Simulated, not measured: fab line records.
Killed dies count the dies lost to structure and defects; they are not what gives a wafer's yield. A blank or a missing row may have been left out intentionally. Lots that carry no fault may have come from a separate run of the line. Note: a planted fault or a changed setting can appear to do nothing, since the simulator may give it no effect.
Commonality check across tools / flow berkeley cmos170 / Sample size 13 lots and 39 wafers

== WHY THIS WAS OPENED ==
At UCB170_NSD_TW_MEAS_10 the reading NSD_TW is flagged on 1 of 13 lots. Fault-free wafers read 4161, with a standard deviation of 20.
Rule: a lot is flagged when every wafer of it that has a number lies more than 4 standard deviations from that mean, or none has a number. All remaining lots are regarded as sound.

lot=L182; measured=day 7 15:07; on=film metro-01; NSD_TW, wafer by wafer=4148 4148 4165; flag=
lot=L184; measured=day 7 18:57; on=film metro-01; NSD_TW, wafer by wafer=4188 4157 4171; flag=
lot=L185; measured=day 7 23:47; on=film metro-04; NSD_TW, wafer by wafer=4156 4163 4148; flag=
lot=L187; measured=day 8 03:10; on=film metro-04; NSD_TW, wafer by wafer=4173 4192 4201; flag=
lot=L188; measured=day 8 05:53; on=film metro-03; NSD_TW, wafer by wafer=4159 4158 4186; flag=
lot=L190; measured=day 8 17:44; on=film metro-03; NSD_TW, wafer by wafer=4145 4140 4152; flag=
lot=L192; measured=day 8 18:08; on=film metro-03; NSD_TW, wafer by wafer=4135 4149 4147; flag=
lot=L191; measured=day 8 18:11; on=film metro-01; NSD_TW, wafer by wafer=4121 4120 4141; flag=
lot=L195; measured=day 9 23:59; on=film metro-03; NSD_TW, wafer by wafer=4131 4188 4167; flag=
lot=L194; measured=day 10 00:07; on=film metro-04; NSD_TW, wafer by wafer=4163 4180 4173; flag=
lot=L200; measured=day 10 19:05; on=film metro-01; NSD_TW, wafer by wafer=4169 4182 4145; flag=
lot=L201; measured=day 11 14:18; on=film metro-03; NSD_TW, wafer by wafer=30 30 30; flag=FLAGGED
lot=L205; measured=day 12 04:04; on=film metro-04; NSD_TW, wafer by wafer=4149 4135 4147; flag=
Averaged over the flagged lots the numbers come to 30, -4131 from the usual (-99 or more standard deviations).

== LOT BY LOT: THE TOOL USED ==
Before the reading, the record contains 2 process steps out of a 331-step route. Read each cell as the tool, then ch plus the chambers that the sampled wafers visited, then the start.
lot=L182; flag=; UCB170_PSD_STRIP_09=plasma asher-01 ch 0,1, day 7 10:47; UCB170_NSD_STRIP_09=plasma asher-03 ch 0,1, day 7 15:01
lot=L184; flag=; UCB170_PSD_STRIP_09=plasma asher-02 ch 0,1, day 7 17:21; UCB170_NSD_STRIP_09=plasma asher-02 ch 0,1, day 7 18:51
lot=L185; flag=; UCB170_PSD_STRIP_09=plasma asher-01 ch 0,1, day 7 20:04; UCB170_NSD_STRIP_09=plasma asher-04 ch 0,1, day 7 23:41
lot=L187; flag=; UCB170_PSD_STRIP_09=plasma asher-03 ch 0,1, day 8 01:04; UCB170_NSD_STRIP_09=plasma asher-02 ch 0,1, day 8 03:04
lot=L188; flag=; UCB170_PSD_STRIP_09=plasma asher-03 ch 0, day 8 03:41; UCB170_NSD_STRIP_09=plasma asher-03 ch 0,1, day 8 05:47
lot=L190; flag=; UCB170_PSD_STRIP_09=plasma asher-01 ch 0,1, day 8 14:00; UCB170_NSD_STRIP_09=plasma asher-02 ch 0,1, day 8 17:38
lot=L192; flag=; UCB170_PSD_STRIP_09=plasma asher-02 ch 0,1, day 8 14:07; UCB170_NSD_STRIP_09=plasma asher-04 ch 0,1, day 8 18:02
lot=L191; flag=; UCB170_PSD_STRIP_09=plasma asher-03 ch 0,1, day 8 14:14; UCB170_NSD_STRIP_09=plasma asher-03 ch 0,1, day 8 18:05
lot=L195; flag=; UCB170_PSD_STRIP_09=plasma asher-03 ch 0,1, day 9 21:50; UCB170_NSD_STRIP_09=plasma asher-04 ch 0, day 9 23:53
lot=L194; flag=; UCB170_PSD_STRIP_09=plasma asher-01 ch 0,1, day 9 22:05; UCB170_NSD_STRIP_09=plasma asher-02 ch 0,1, day 10 00:00
lot=L200; flag=; UCB170_PSD_STRIP_09=plasma asher-03 ch 0,1, day 10 17:09; UCB170_NSD_STRIP_09=plasma asher-03 ch 0,1, day 10 18:59
lot=L201; flag=FLAGGED; UCB170_PSD_STRIP_09=plasma asher-01 ch 0,1, day 11 09:37; UCB170_NSD_STRIP_09=plasma asher-04 ch 0,1, day 11 14:11
lot=L205; flag=; UCB170_PSD_STRIP_09=plasma asher-03 ch 0,1, day 12 01:05; UCB170_NSD_STRIP_09=plasma asher-03 ch 0,1, day 12 03:58
What is done by these steps:
- UCB170_PSD_STRIP_09: strips in O2.
- UCB170_NSD_STRIP_09: strips in O2.
- UCB170_NSD_TW_MEAS_10

== FLAGGED OVER TOTAL, TOOL BY TOOL (the gauges that took the reading come last) ==
step=UCB170_PSD_STRIP_09; tool=plasma asher-01; lots run=5; flagged=1; share of the flagged lots=all; sound lots run after its first flagged lot=0
step=UCB170_PSD_STRIP_09; tool=plasma asher-02; lots run=2; flagged=0; share of the flagged lots=none; sound lots run after its first flagged lot=-
step=UCB170_PSD_STRIP_09; tool=plasma asher-03; lots run=6; flagged=0; share of the flagged lots=none; sound lots run after its first flagged lot=-
step=UCB170_NSD_STRIP_09; tool=plasma asher-02; lots run=4; flagged=0; share of the flagged lots=none; sound lots run after its first flagged lot=-
step=UCB170_NSD_STRIP_09; tool=plasma asher-03; lots run=5; flagged=0; share of the flagged lots=none; sound lots run after its first flagged lot=-
step=UCB170_NSD_STRIP_09; tool=plasma asher-04; lots run=4; flagged=1; share of the flagged lots=all; sound lots run after its first flagged lot=0
step=UCB170_NSD_TW_MEAS_10; tool=film metro-01; lots run=4; flagged=0; share of the flagged lots=none; sound lots run after its first flagged lot=-
step=UCB170_NSD_TW_MEAS_10; tool=film metro-03; lots run=5; flagged=1; share of the flagged lots=all; sound lots run after its first flagged lot=0
step=UCB170_NSD_TW_MEAS_10; tool=film metro-04; lots run=4; flagged=0; share of the flagged lots=none; sound lots run after its first flagged lot=-

== WHAT IS ALLOWED BY THE TABLE ==
All flagged lots were run by 3 table rows, namely plasma asher-01 at UCB170_PSD_STRIP_09, plasma asher-04 at UCB170_NSD_STRIP_09, film metro-03 at UCB170_NSD_TW_MEAS_10.
- plasma asher-01 at UCB170_PSD_STRIP_09: 1 of its 5 lots flagged. Last sound lot L194 at day 9 22:05, first flagged lot L201 at day 11 09:37; a fault beginning in between fits. Its own readings lie more than 4 standard deviations out on every wafer of the flagged lots: oes product au.
- plasma asher-04 at UCB170_NSD_STRIP_09: 1 of its 4 lots flagged. Last sound lot L195 at day 9 23:53, first flagged lot L201 at day 11 14:11; a fault beginning in between fits. Its own readings lie more than 4 standard deviations out on every wafer of the flagged lots: oes product au, strip time to endpoint s.
- film metro-03 at UCB170_NSD_TW_MEAS_10: 1 of its 5 lots flagged. Last sound lot L195 at day 9 23:59, first flagged lot L201 at day 11 14:18; a fault beginning in between fits.
Because each of these 3 tools fits a fault that began at some hour, counting lots does not separate them. More lots, or a look at what each step does to the wafer, might.

== WHAT THE SIMULATOR HAD INSERTED ==
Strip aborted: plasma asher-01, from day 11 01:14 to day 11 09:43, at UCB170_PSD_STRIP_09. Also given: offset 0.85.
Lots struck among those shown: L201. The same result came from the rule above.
